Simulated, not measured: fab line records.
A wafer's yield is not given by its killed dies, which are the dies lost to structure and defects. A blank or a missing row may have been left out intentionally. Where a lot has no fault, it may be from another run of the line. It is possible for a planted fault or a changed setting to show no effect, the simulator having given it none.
A single fault, viewed from 2 desks :: flow berkeley-cmos170 :: every desk sees just its own numbers, and what lay behind them comes last

METROLOGY DESK
Lot by lot, what the gauges showed, no matter which tool ran the lot: averages of those sampled wafers that carry a number. A lot is out of limits, marked OUT, if its mean lies more than 4 standard deviations from the usual mean; the brackets give that distance.
Columns: A = NWELL_OVL at UCB170_NWELL_OVL_MEAS_12, usual 0 nm; B = PWELL_OXIDE_THK at UCB170_PWELL_THK_MEAS_03, usual 26.4 nm; C = ACTIVE_NITRIDE_THK at UCB170_ACTIVE_THK_MEAS_06, usual 220.4 nm
lot: L518
first seen here: day 2 10:25
A: 2
B: 26.3
C: 219.3

lot: L519
first seen here: day 2 20:50
A: 2
B: 25.5
C: 218.5

lot: L520
first seen here: day 2 21:04
A: -5
B: 26.1
C: 220.8

lot: L521
first seen here: day 3 03:38
A: -4
B: 26.4
C: 220.8

lot: L522
first seen here: day 3 09:16
A: 4
B: 26.4
C: 217.3

lot: L523
first seen here: day 3 09:26
A: 2
B: 26.6
C: 219.4

lot: L524
first seen here: day 3 18:23
A: 7
B: 26.8
C: 219.2

lot: L525
first seen here: day 3 23:41
A: 7
B: 25.7
C: 220.1

lot: L527
first seen here: day 4 09:43
A: -8
B: 26.5
C: 373.9 (+85) OUT

lot: L528
first seen here: day 4 09:58
A: 6
B: 27.3
C: 375.0 (+86) OUT

lot: L541
first seen here: day 7 08:43
A: -2
B: 25.7
C: 219.8
This desk's finding: out of limits on L527, L528; first on L528, day 6 10:13 (ACTIVE_NITRIDE_THK at UCB170_ACTIVE_THK_MEAS_06). Within limits: L518, L519, L520, L521, L522, L523, L524, L525, L541.

THE TOOL OWNER'S DESK: lpcvd-02
The tool's own readings at UCB170_ACTIVE_CVD_05 (deposits Si3N4 from SiH2Cl2/NH3, target thk 220 nm, time 3300 s): means of the sampled wafers that have a number, for each lot that ran on this tool. A lot is out of limits, marked OUT, if its mean lies more than 4 standard deviations from the usual mean; the brackets give that distance. Readings shown: 7 out of 8 (the first out of limits, and those lying furthest out on some lot).
Columns: A = spike-tc-centre-C at UCB170_ACTIVE_CVD_05, usual 801.1 C; B = spike-tc-load-C at UCB170_ACTIVE_CVD_05, usual 825.6 C; C = spike-tc-source-C at UCB170_ACTIVE_CVD_05, usual 820 C; D = susceptor-temp-C at UCB170_ACTIVE_CVD_05, usual 800.0 C; E = zone-power-centre-pct at UCB170_ACTIVE_CVD_05, usual 34.4 %; F = zone-power-load-pct at UCB170_ACTIVE_CVD_05, usual 22.1 %; G = zone-power-source-pct at UCB170_ACTIVE_CVD_05, usual 21.1 %
lot: L524
first seen here: day 5 19:31
A: 798.5
B: 825.2
C: 816
D: 799.9
E: 33.1
F: 23.4
G: 20.4

lot: L525
first seen here: day 6 00:14
A: 799.1
B: 824.4
C: 816
D: 799.8
E: 33.3
F: 23.7
G: 20.5

lot: L527
first seen here: day 6 08:17
A: 905.7 (+55) OUT
B: 933.9 (+40) OUT
C: 932 (+23) OUT
D: 903.1 (+99 or more) OUT
E: 41.9
F: 25.5
G: 29.7 (+8.6) OUT

lot: L528
first seen here: day 6 08:17
A: 902.0 (+53) OUT
B: 929.8 (+39) OUT
C: 920 (+20) OUT
D: 903.3 (+99 or more) OUT
E: 38.0
F: 30.9 (+5.5) OUT
G: 26.5 (+5.4) OUT

lot: L541
first seen here: day 9 15:50
A: 803.1
B: 830.2
C: 827
D: 800.2
E: 36.5
F: 19.5
G: 22.5
This desk's finding: out of limits on L527, L528; first on L527, day 6 08:17 (spike-tc-centre-C at UCB170_ACTIVE_CVD_05). Within limits: L524, L525, L541.

TAKEN TOGETHER
The tool owner's desk could have raised an alarm at day 6 08:17, on L527, L528.
L527, L528 would have let the metrology desk raise an alarm at day 6 10:13.
The lots listed all ran UCB170_ACTIVE_CVD_05 on lpcvd-02.

WHAT WAS PUT IN BY THE SIMULATOR
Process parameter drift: lpcvd-02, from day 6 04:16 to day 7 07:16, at UCB170_ACTIVE_CVD_05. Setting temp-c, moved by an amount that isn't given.
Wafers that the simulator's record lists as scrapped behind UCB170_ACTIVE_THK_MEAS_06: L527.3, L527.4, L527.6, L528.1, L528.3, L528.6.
Shown lots that were struck: L527, L528.
Delay (hours) between the fault's onset and each desk's first out-of-limits reading: 4 at the tool owner's desk, 6 at the metrology desk.
